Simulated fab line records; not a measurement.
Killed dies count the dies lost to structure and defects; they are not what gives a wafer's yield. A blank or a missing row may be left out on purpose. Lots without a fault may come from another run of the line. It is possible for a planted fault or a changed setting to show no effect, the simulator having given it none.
Struck lot and sound lot, side by side    flow rit cmos    18 steps out of a route of 202
Sound: wafers L435.1, L435.2, L435.4. Wafers L453.1, L453.2, L453.4 were the ones struck. At the end, the cause is stated.
Each step with rows lists, per side, the tool, then ch with its chambers, then its first start. Under that, the readings that differ: sound wafers    struck wafers    difference of the means    sigmas: that difference in standard deviations of wafers without a fault.
alike: readings with means less than 2 such deviations apart, plus words and numbers identical on both sides. not compared: withheld readings, readings lacking a value on some wafer, bounds such as >300 that could conceal the same value, and numbers that have no deviation in the record and whose values overlap.
Wherever a step has rows on one side only, a row that says differs or no value, or a row with sigmas, the two part there. When numbers do not overlap yet have no deviation, they are printed without sigmas and do not part them. A reading that every wafer of one side lacks parts them only if that side has two wafers or more.

first, 1 step without rows for these wafers: RIT_PLDD_IMPLANT_08.
RIT_PLDD_STRIP_09: strips in O2, time 180 s.
  sound on plasma asher-02 ch 0,1, day 3 06:38; struck on plasma asher-03 ch 0,1, day 6 23:22
  alike: chamber pressure mTorr, drypump motor current A
  not compared: rf hours counter h
RIT_PLDD_TW_MEAS_10:
  sound on film metro-04, day 3 06:49; struck on film metro-01, day 6 23:32
reading  sound           struck          difference  sigmas
PLDD_TW  2365 2354 2365  2273 2275 2270  -89         -3
then, 4 steps without rows for these wafers: RIT_SPACER_CLEAN_00 (cleans in SC1, time 600 s); RIT_SPACER_CLEAN_01 (cleans in dHF, time 30 s); RIT_SPACER_CLEAN_02 (cleans in SC2, time 600 s); RIT_SPACER_CVD_03 (deposits Si3N4 from SiH2Cl2/NH3, target thk 250 nm, time 3300 s).
RIT_SPACER_THK_MEAS_04:
  sound on film metro-03, day 3 09:09; struck on film metro-02, day 7 01:53
  alike: SPACER_NITRIDE_THK
RIT_SPACER_ETCHBACK_05: etches Si3N4 in SF6/CHF3, stops on SiO2, target depth 250 nm, time 240 s.
  sound on rie diel-02 ch 1,2,3, day 3 09:13; struck on rie diel-02 ch 1,2,3, day 7 01:57
  alike: chamber pressure mTorr, drypump motor current A, oes product au, throttle valve pct
  not compared: rf hours counter h
then, 3 steps without rows for these wafers: RIT_NSD_HMDS_00 (prime time 60 s); RIT_NSD_COAT_01 (resist thk 1000 nm); RIT_NSD_SOFTBAKE_02 (time 60 s).
RIT_NSD_EXPOSE_03: exposes mask M9, target cd 40700 nm.
  sound on iline stepper-02 ch 0, day 3 09:49; struck on iline stepper-01 ch 0, day 7 02:33
reading                      sound                 struck             difference  sigmas
model.NSD.overlay x nm (nm)  0.2756 0.2756 0.2756  419.1 419.1 419.1  +418.8      
  alike: mask, focus offset nm
then, 2 steps without rows for these wafers: RIT_NSD_PEB_04; RIT_NSD_DEVELOP_05 (develop time 50 s).
RIT_NSD_OVL_MEAS_06:
  sound on overlay-02, day 3 10:13; struck on overlay-02, day 7 03:04
reading       sound         struck             difference  sigmas
NSD_OVL (nm)  0.2 -2.0 0.1  421.7 421.2 419.5  +421.4      +99 or more
then, 1 step without rows for these wafers: RIT_NSD_HARDBAKE_07 (time 60 s).
RIT_M1_PROBE_99:
  sound on prober-01, day 3 19:58; struck on prober-02, day 7 12:50
reading                                     sound  struck  difference  sigmas
model.etest.select edge diode n.over limit  0 0 0  1 1 1   +1          
  alike: killed at contacts, killed at front end, killed dies, killed open, killed short

## WHERE THEY PART
Earliest at RIT_PLDD_TW_MEAS_10; latest, in this record, at RIT_NSD_OVL_MEAS_06. Later steps at which nothing parts them and some readings are alike: RIT_M1_PROBE_99.

WHY: whatever the simulator had introduced
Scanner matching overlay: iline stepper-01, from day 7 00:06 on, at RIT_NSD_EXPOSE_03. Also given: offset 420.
